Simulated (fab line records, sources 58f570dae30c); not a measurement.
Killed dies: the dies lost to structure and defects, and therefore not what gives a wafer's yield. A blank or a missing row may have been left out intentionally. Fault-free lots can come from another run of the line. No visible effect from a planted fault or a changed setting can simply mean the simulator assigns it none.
Struck lot and sound lot, side by side -- flow berkeley-cmos170 -- 15 out of 331 route steps
Sound: wafers L883.3, L883.4, L883.5. The struck wafers were L895.2, L895.3, L895.6. The cause comes at the end.
Each step with rows lists, per side, the tool, then ch with its chambers, then its first start. Under that, the readings that differ: sound wafers -- struck wafers -- difference of the means -- sigmas: that difference in standard deviations of wafers without a fault.
alike: same words and numbers on both sides, and readings whose means sit less than 2 such deviations apart. not compared: any withheld reading, any reading some wafer has no value for, any bound like >300 that may hide the same value, and any number with overlapping values for which the record gives no deviation.
The two part at a step that has a row with sigmas, a row that says differs or no value, or rows on one side only. When numbers do not overlap yet have no deviation, they are printed without sigmas and do not part them. A reading missing from all wafers of one side parts the sides only when that side holds two or more wafers.

UCB170_M1_SPUTTER_00: material Al, target thk 600 nm, time 80 s.
  sound on pvd-sputter-01 at day 9 02:01; struck on pvd-sputter-03 at day 11 02:07
  alike: chamber-pressure-pa, throttle-valve-pct
UCB170_M1_RS_MEAS_01: measures by four-point-probe.
  sound on film-metro-03 at day 9 02:07; struck on film-metro-04 at day 11 02:11
  alike: M1_AL_RS
UCB170_M1_THK_MEAS_02: measures by xrf.
  sound on film-metro-03 at day 9 02:13; struck on film-metro-04 at day 11 02:18
  alike: M1_AL_THK
then, 6 steps without rows for these wafers: UCB170_M1_COAT_03; UCB170_M1_COAT_04 (resist thk 900 nm); UCB170_M1_SOFTBAKE_05 (time 60 s); UCB170_M1_EXPOSE_06 (exposes mask METAL1, target cd 700 nm); UCB170_M1_PEB_07; UCB170_M1_DEVELOP_08 (develop time 45 s).
UCB170_M1_CD_MEAS_09: the cd target is 700 nm.
  sound on cd-sem-02 at day 9 03:20; struck on cd-sem-01 at day 11 03:44
  alike: cd-nm
UCB170_M1_OVL_MEAS_10:
  sound on overlay-02 at day 9 03:25; struck on overlay-01 at day 11 03:50
  alike: M1_OVL
UCB170_M1_ETCH_11: etches BARC in N2/H2.
  sound on rie-diel-01 ch 2,3, day 9 03:26; struck on rie-diel-01 ch 0,2, day 11 03:52
  alike: drypump-motor-current-A, oes-product-au, throttle-valve-pct
UCB170_M1_METAL_ETCH_12: etches Al in Cl2/BCl3, stops on PSG, target depth 780 nm, time 130 s.
  sound on rie-metal-01 ch 0, day 9 03:34; struck on rie-metal-01 ch 0,1, day 11 03:55
reading,sound,struck,difference,sigmas
drypump-motor-current-A (A),5.9 5.9 5.9,4.9 4.9 5.9,-0.7,-2
oes-product-au (a.u.),0.845 0.841 0.849,0.921 0.905 0.905,+0.065,+6
run-length-s (s),157.8 157.9 157.5,148.3 148.7 148.4,-9.3,-7
throttle-valve-pct (%),24.65 24.62 24.63,23.78 23.78 24.60,-0.58,-2
model.KrF_of_M1_COAT_04.thk-nm (nm),419.9 427.1 423,456.5 454.3 460.2,+33.7,
  not compared: rf-hours-counter-h
UCB170_M1_STRIP_13: strips in O2.
  sound on plasma-asher-02 ch 0,1, day 9 03:47; struck on plasma-asher-04 ch 1, day 11 04:02
  alike: drypump-motor-current-A, oes-product-au
  not compared: rf-hours-counter-h
UCB170_M3_PROBE_99:
  rows exist in the record for the sound wafers here (prober-01, day 9 18:12), none for the struck ones

## WHERE THEY PART
Last at UCB170_M3_PROBE_99 as far as this record goes, first at UCB170_M1_METAL_ETCH_12.

WHY: the cause the simulator had injected
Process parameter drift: rie-metal-01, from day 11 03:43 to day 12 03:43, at UCB170_M1_METAL_ETCH_12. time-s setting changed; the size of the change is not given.
